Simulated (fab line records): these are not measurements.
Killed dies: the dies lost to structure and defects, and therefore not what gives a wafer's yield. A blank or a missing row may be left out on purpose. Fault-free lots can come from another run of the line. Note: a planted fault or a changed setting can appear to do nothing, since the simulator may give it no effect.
Problem report, 8D (eight disciplines) form, completed by code + flow berkeley cmos170 + the parts of the form that need people (team, actions taken, sign-off) are left out

## 1. WHAT WENT WRONG
At UCB170_NLDD_IMPLANT_09, beam energy keV averages 28.060 over 9 wafers from 3 lots, while fault-free wafers read 30.000, standard deviation 0.0098. That is -99 or more standard deviations from the usual mean.
The first sign was on wafer L580.3 at day 9 02:50, on implanter-03. The record holds 21 wafers of 7 lots with a number at this step. The rule behind "out" and "out of limits": a value lying over 4 standard deviations away from the usual mean. The other wafers with a number count as sound.

## 2. WHAT THIS IS AND IS NOT
| question                    | is                     | is not                                                             |
|-----------------------------|------------------------|--------------------------------------------------------------------|
| which readings at this step | beam energy keV        | -                                                                  |
| which lots                  | L580, L583, L585       | L575, L581, L582, L593                                             |
| which wafers of those lots  | all that have a number | -                                                                  |
| read on which tools         | implanter-03           | implanter-01                                                       |
| when                        | from day 9 02:50       | up to then (9 sound wafers); but 3 sound wafers of L593 came after |

## 3. THE SUSPECTS, EACH WITH WHAT RULES IT OUT
Counting: any tool at a process step up to the reading is kept as a suspect provided that every lot that is out went through it and no sound lot did after the first of them.
- implanter-03 at UCB170_NLDD_IMPLANT_09: kept. It processed each lot that is out, first L580 at day 9 02:50, and no sound lot thereafter; up to then, the last sound lot it processed was L581 at day 9 01:59. Out on those wafers are its own readings of beam energy keV.
Remaining after the count: implanter-03 at UCB170_NLDD_IMPLANT_09.

## 4. THE CAUSE (what the simulator had put in)
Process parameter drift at UCB170_NLDD_IMPLANT_09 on implanter-03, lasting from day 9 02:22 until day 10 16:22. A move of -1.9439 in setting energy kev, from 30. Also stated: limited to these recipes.
The count eliminated every tool but this one.

## 5. THE CHAIN OF EFFECTS, in route order
Each row: a reading whose mean over the struck wafers that have a number lies more than 3 standard deviations from the usual. Only readings for which the record gives a usual standard deviation are gone through. hours: the time from each lot's start at the first step in this table that gives one to its start at this step, as a median over the lots. sigmas: the change in usual standard deviations.
| hours | step                   | reading         | usual  | on struck wafers | change | sigmas      |
|-------|------------------------|-----------------|--------|------------------|--------|-------------|
| 0     | UCB170_NLDD_IMPLANT_09 | beam energy keV | 30.000 | 28.060           | -1.940 | -99 or more |
Process steps it contains:
- UCB170_NLDD_IMPLANT_09

## 6. HOW IT WOULD HAVE BEEN CAUGHT EARLIER
First out-of-limits reading in this record: day 9 02:50, which is 0 hours after fault onset at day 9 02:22.
